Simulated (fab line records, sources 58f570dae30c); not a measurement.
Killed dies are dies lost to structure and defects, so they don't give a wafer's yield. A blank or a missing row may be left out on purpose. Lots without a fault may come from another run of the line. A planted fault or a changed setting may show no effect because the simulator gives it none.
Which tool did it? | flow berkeley_cmos170 | 14 lots, 42 wafers sampled, at 2 steps of a route of 331

WHAT THE GAUGES READ, wafer by wafer
UCB170_NSD_CD_MEAS_06: target cd 1200 nm.
lot  | measured     | on        | cd_nm (nm)
L619 | day 7 01:42  | cd_sem-02 | 1200.0 1200.8 1199.2
L621 | day 7 12:27  | cd_sem-02 | 1199.4 1199.0 1199.4
L620 | day 7 12:43  | cd_sem-02 | 1200.9 1201.0 1200.3
L622 | day 7 12:51  | cd_sem-02 | 1199.5 1198.1 1200.7
L625 | day 8 02:19  | cd_sem-01 | 1210.5 1211.5 1208.7
L629 | day 9 01:17  | cd_sem-01 | 1210.9 1210.1 1210.9
L633 | day 10 03:34 | cd_sem-02 | 1200.7 1199.1 1199.9
L635 | day 10 03:47 | cd_sem-01 | 1197.8 1198.9 1201.1
L637 | day 10 13:14 | cd_sem-02 | 1200.0 1200.5 1199.8
L638 | day 10 14:23 | cd_sem-02 | 1199.3 1198.5 1198.8
L636 | day 10 14:26 | cd_sem-01 | 1199.2 1200.9 1199.7
L639 | day 11 04:16 | cd_sem-02 | 1202.0 1202.9 1201.2
L641 | day 11 14:14 | cd_sem-02 | 1201.1 1199.2 1198.3
L642 | day 11 19:32 | cd_sem-01 | 1200.0 1199.3 1198.8

WHICH TOOL RAN EACH LOT (tool, then ch and the chambers of the sampled wafers, then the start)
lot  | UCB170_NSD_SOFTBAKE_02
L619 | litho_track-04 ch 0, day 7 00:51
L621 | litho_track-04 ch 0, day 7 11:26
L620 | litho_track-02 ch 0, day 7 11:36
L622 | litho_track-01 ch 0, day 7 11:48
L625 | litho_track-02 ch 0, day 8 01:37
L629 | litho_track-02 ch 0, day 9 00:44
L633 | litho_track-01 ch 0, day 10 02:14
L635 | litho_track-01 ch 0, day 10 02:44
L637 | litho_track-04 ch 0, day 10 12:22
L638 | litho_track-04 ch 0, day 10 12:47
L636 | litho_track-01 ch 0, day 10 13:04
L639 | litho_track-04 ch 0, day 11 03:35
L641 | litho_track-02 ch 0, day 11 13:32
L642 | litho_track-01 ch 0, day 11 18:40
- UCB170_NSD_SOFTBAKE_02: time 60 s.

WHAT THE TOOLS THEMSELVES READ (means of the sampled wafers that have a number; where no wafer has one, the mark that the record gives instead)
UCB170_NSD_SOFTBAKE_02.
lot  | tool           | chill_plate_temp_C (C) | heater_power_total_W (W) | plate_temp_C (C)
L619 | litho_track-04 | 23.07                  | 56.82                    | 129.90
L621 | litho_track-04 | 22.97                  | 56.80                    | 129.96
L620 | litho_track-02 | 22.94                  | 56.81                    | 130.00
L622 | litho_track-01 | 22.92                  | 56.80                    | 129.95
L625 | litho_track-02 | 23.02                  | 58.92                    | 133.93
L629 | litho_track-02 | 23.14                  | 58.88                    | 133.77
L633 | litho_track-01 | 23.00                  | 56.85                    | 129.98
L635 | litho_track-01 | 22.77                  | 56.77                    | 129.90
L637 | litho_track-04 | 23.14                  | 56.84                    | 129.95
L638 | litho_track-04 | 23.16                  | 56.79                    | 130.00
L636 | litho_track-01 | 22.97                  | 56.81                    | 130.01
L639 | litho_track-04 | 23.04                  | 56.84                    | 129.94
L641 | litho_track-02 | 22.90                  | 56.86                    | 130.02
L642 | litho_track-01 | 22.96                  | 56.79                    | 129.93

THE ANSWER, worked out from the rows above alone
Rule: what is usual is taken from the lots themselves. Put in order of their means at a reading, lots are off if they are a third of the lots or fewer, leave a main group of 4 or more, and stand apart from it by a gap of 3 or more times the standard deviation of the main group's means; of several such gaps the widest counts. A main group whose means are all the same, to the digits that the tables above print for the reading, isn't used. A lot without any number at a reading at which 4 lots or more have one is off too. The other lots that the step has rows for count as sound. The gauges are gone through in route order, then the tools' own readings, and for those a lot's mean is taken as printed above. The first step at which some lot is off is used, and at that step the reading that is off furthest; a lot without a number counts as furthest.
Off: L625, L629, at UCB170_NSD_CD_MEAS_06 (cd_nm). The main group: mean 1199.9 nm, standard deviation 0.81.
A tool fits if, at a process step before that reading, it ran every lot that is off, and no sound lot after the first of them. The gauges at UCB170_NSD_CD_MEAS_06 aren't tried: what is off there is off at UCB170_NSD_SOFTBAKE_02 too, on other tools, and a gauge's error can't cause that. None of those tried fits.

WHAT THE SIMULATOR HAD PUT IN
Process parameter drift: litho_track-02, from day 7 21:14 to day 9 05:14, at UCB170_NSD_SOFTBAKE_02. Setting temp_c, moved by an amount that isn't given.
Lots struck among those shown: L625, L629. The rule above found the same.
